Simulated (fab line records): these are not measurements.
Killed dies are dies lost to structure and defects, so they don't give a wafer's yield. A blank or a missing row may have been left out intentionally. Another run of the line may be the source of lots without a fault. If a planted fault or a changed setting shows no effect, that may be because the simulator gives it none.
A lot that was struck, set against a sound lot | flow rit-cmos | 16 out of 202 route steps
Sound: wafers L916.2, L916.4, L916.5. Wafers L923.3, L923.4, L923.6 were the ones struck. The cause is given at the end.
Order at every step that has rows: each side's tool, ch and its chambers, its first start. Under that, the readings that differ: sound wafers | struck wafers | difference of the means | sigmas: that difference in standard deviations of wafers without a fault.
alike: readings with means less than 2 such deviations apart, plus words and numbers identical on both sides. not compared: withheld readings, readings lacking a value on some wafer, bounds such as >300 that could conceal the same value, and numbers that have no deviation in the record and whose values overlap.
The two part at a step that has a row with sigmas, a row that says differs or no value, or rows on one side only. Numbers that have no deviation but don't overlap get no sigmas and don't part them. Lack of a reading on every wafer of one side parts them only where that side has two or more wafers.

first, 4 steps without rows for these wafers: RIT_PLDD_SOFTBAKE_02 (time 60 s); RIT_PLDD_EXPOSE_03 (exposes mask M8, target cd 40900 nm); RIT_PLDD_PEB_04; RIT_PLDD_DEVELOP_05 (develop time 50 s).
RIT_PLDD_OVL_MEAS_06:
  sound on overlay-01 at day 3 18:01; struck on overlay-01 at day 5 07:03
  reading       | sound        | struck      | difference | sigmas
  PLDD_OVL (nm) | -1.7 0.5 0.4 | 1.9 2.4 2.8 | +2.6       | +2
then, 2 steps without rows for these wafers: RIT_PLDD_HARDBAKE_07 (time 60 s); RIT_PLDD_IMPLANT_08.
RIT_PLDD_STRIP_09: strips in O2, time 180 s.
  sound on plasma-asher-03 ch 0,1, day 3 18:21; struck on plasma-asher-03 ch 0,1, day 5 07:26
  alike: chamber-pressure-mTorr, drypump-motor-current-A
  not compared: rf-hours-counter-h
RIT_PLDD_TW_MEAS_10:
  sound on film-metro-03 at day 3 18:32; struck on film-metro-04 at day 5 07:34
  alike: PLDD_TW
then, 3 steps without rows for these wafers: RIT_SPACER_CLEAN_00 (cleans in SC1, time 600 s); RIT_SPACER_CLEAN_01 (cleans in dHF, time 30 s); RIT_SPACER_CLEAN_02 (cleans in SC2, time 600 s).
RIT_SPACER_CVD_03: deposits Si3N4 from SiH2Cl2/NH3, target thk 250 nm, time 3300 s.
  sound on lpcvd-02 ch 1, day 3 18:57; struck on lpcvd-02 ch 0, day 5 10:03
  alike: zone-power-source-pct
RIT_SPACER_THK_MEAS_04:
  sound on film-metro-01 at day 3 20:52; struck on film-metro-02 at day 5 11:59
  reading                 | sound             | struck            | difference | sigmas
  SPACER_NITRIDE_THK (nm) | 247.9 251.4 251.1 | 503.9 504.7 501.9 | +253.4     | +99 or more
RIT_SPACER_ETCHBACK_05: etches Si3N4 in SF6/CHF3, stops on SiO2, target depth 250 nm, time 240 s.
  sound on rie-diel-04 ch 0,1, day 3 20:55; struck on rie-diel-01 ch 1,3, day 5 12:02
  reading                                  | sound             | struck            | difference | sigmas
  oes-product-au (a.u.)                    | 0.848 0.831 0.839 | 1.006 0.989 1.017 | +0.165     | +14
  model.Si3N4_of_SPACER_CVD_03.thk-nm (nm) | 193.9 197.4 197.1 | 394.7 396.7 392.4 | +198.5     |
  model.etch.depth-nm (nm)                 | 248 251.5 251.2   | 313.8 310.4 315.9 | +63.1      |
  alike: chamber-pressure-mTorr, drypump-motor-current-A, throttle-valve-pct
  not compared: rf-hours-counter-h
RIT_M1_PROBE_99:
  the record has rows for the struck wafers here (prober-01, day 6 00:20) and none for the sound ones

WHERE THEY PART
First at RIT_PLDD_OVL_MEAS_06; last, within this record, at RIT_M1_PROBE_99.

WHY: the cause the simulator had injected
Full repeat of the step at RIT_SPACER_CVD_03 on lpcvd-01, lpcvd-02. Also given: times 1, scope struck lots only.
